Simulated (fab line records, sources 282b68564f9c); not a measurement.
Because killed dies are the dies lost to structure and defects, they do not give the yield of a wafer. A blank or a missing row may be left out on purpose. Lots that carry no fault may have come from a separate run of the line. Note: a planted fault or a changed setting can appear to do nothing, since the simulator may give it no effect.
The tool behind it: which one? | flow rit-cmos | Sampling: 7 lots, 21 wafers, 3 of 202 route steps

== WHAT EACH GAUGE READ, for each wafer ==
RIT_NSD_TW_MEAS_10.
lot  | measured    | on            | NSD_TW
L482 | day 3 16:35 | film-metro-04 | 3133 3126 3111
L485 | day 4 05:10 | film-metro-04 | 3140 3147 3145
L487 | day 4 16:55 | film-metro-04 | 3151 3146 3138
L489 | day 5 01:20 | film-metro-03 | 3077 3103 3097
L494 | day 6 07:11 | film-metro-03 | 3064 3072 3079
L497 | day 6 23:39 | film-metro-03 | 3059 3073 3061
L501 | day 7 13:14 | film-metro-03 | 3074 3094 3073

== WHICH TOOL RAN EACH LOT (tool, then ch and the chambers of the sampled wafers, then the start) ==
lot  | RIT_NWELL_STRIP_09                  | RIT_GATE_STRIP_20
L482 | plasma-asher-04 ch 0,1, day 2 12:35 | plasma-asher-03 ch 0,1, day 3 04:09
L485 | plasma-asher-04 ch 0,1, day 3 03:30 | plasma-asher-04 ch 0,1, day 3 18:47
L487 | plasma-asher-01 ch 0,1, day 3 13:58 | plasma-asher-04 ch 0,1, day 4 06:37
L489 | plasma-asher-03 ch 0,1, day 3 23:10 | plasma-asher-04 ch 0,1, day 4 15:08
L494 | plasma-asher-04 ch 0,1, day 5 01:23 | plasma-asher-04 ch 0,1, day 5 20:00
L497 | plasma-asher-04 ch 0,1, day 5 21:01 | plasma-asher-04 ch 1, day 6 13:17
L501 | plasma-asher-04 ch 0,1, day 6 11:06 | plasma-asher-03 ch 0,1, day 7 02:38
- RIT_NWELL_STRIP_09: strips in O2, time 180 s.
- RIT_GATE_STRIP_20: strips in O2, time 180 s.

== THE ANSWER, worked out from the rows above alone ==
Rule: the usual values come from the lots themselves. Put in order of their means at a reading, lots are off if they are a third of the lots or fewer, leave a main group of 4 or more, and stand apart from it by a gap of 3 or more times the standard deviation of the main group's means; of several such gaps the widest counts. A main group is skipped when, at the precision printed for the reading in the tables above, its means are all equal. Also off: a lot with no number at a reading for which 4 or more lots have one. Where the step has rows for the other lots, those lots are counted as sound.
No lot is off at any reading shown: from this, nothing can be told.

== WHAT THE SIMULATOR HAD PUT IN ==
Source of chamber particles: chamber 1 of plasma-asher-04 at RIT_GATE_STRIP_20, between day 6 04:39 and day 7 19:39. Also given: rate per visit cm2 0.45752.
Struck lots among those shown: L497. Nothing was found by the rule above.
